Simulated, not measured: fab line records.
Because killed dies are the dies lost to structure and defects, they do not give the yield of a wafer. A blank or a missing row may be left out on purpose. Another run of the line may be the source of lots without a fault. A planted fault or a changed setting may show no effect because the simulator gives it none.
Chamber matching ; flow berkeley cmos170 ; wet bench-04 running UCB170_NWELL_WET_ETCH_19: 3 sister chambers
The step etches SiO2 in BOE, time 22 s. 14 wafers are shown with their chamber, then 7 later ones without.

== WAFERS, EACH WITH ITS CHAMBER ==
wafer;chamber;run length s (s);bath heat duty pct (%)
L568.1;3;49.8;6.8
L568.3;3;49.8;7.2
L568.6;3;49.8;6.2
L569.2;2;53.6;8.0
L569.4;2;53.6;7.7
L569.6;2;53.6;8.0
L570.1;3;53.8;7.1
L570.2;3;53.8;6.2
L570.3;3;53.8;7.5
L576.3;1;48.2;6.1
L576.4;1;48.2;6.4
L576.5;1;48.2;6.3
L583.1;1;48.4;6.1
L583.3;1;48.4;6.0

SIGNATURES (means of the wafers above)
reading;chamber 1;chamber 2;chamber 3;scatter within a chamber
run length s;48.280;53.600;51.800;1.48
bath heat duty pct;6.180;7.900;6.833;0.384
Rule: a wafer's distance from a chamber is the root of the sum, over the readings, of the square of ((its reading less the chamber's mean) divided by the reading's scatter). If the next closest chamber is less than 2 further off than the closest, the wafer can't be placed; otherwise it belongs to the closest. The scatter: take each reading less its chamber's mean, square it, sum over the shown wafers, divide by the number of wafers less the number of chambers, and take the root.

== WAFERS WITHOUT THEIR CHAMBER ==
wafer;run length s (s);bath heat duty pct (%)
L583.5;48.4;6.9
L584.4;53.3;8.1
L584.5;53.3;7.3
L584.6;53.3;7.1
L585.3;54.9;6.6
L585.4;54.9;6.2
L585.5;54.9;7.2

== CHAMBER TAKEN BY EACH ==
wafer;from the rows above;in truth
L583.5;can't be placed: 1 or 3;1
L584.4;2;2
L584.5;can't be placed: 2 or 3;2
L584.6;can't be placed: 3 or 2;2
L585.3;can't be placed: 3 or 2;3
L585.4;can't be placed: 3 or 1 or 2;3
L585.5;can't be placed: 2 or 3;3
Placed correctly: 1 of 7. These rows do not allow placing 6 (true chamber among the candidates in 6). Wrongly placed: 0.
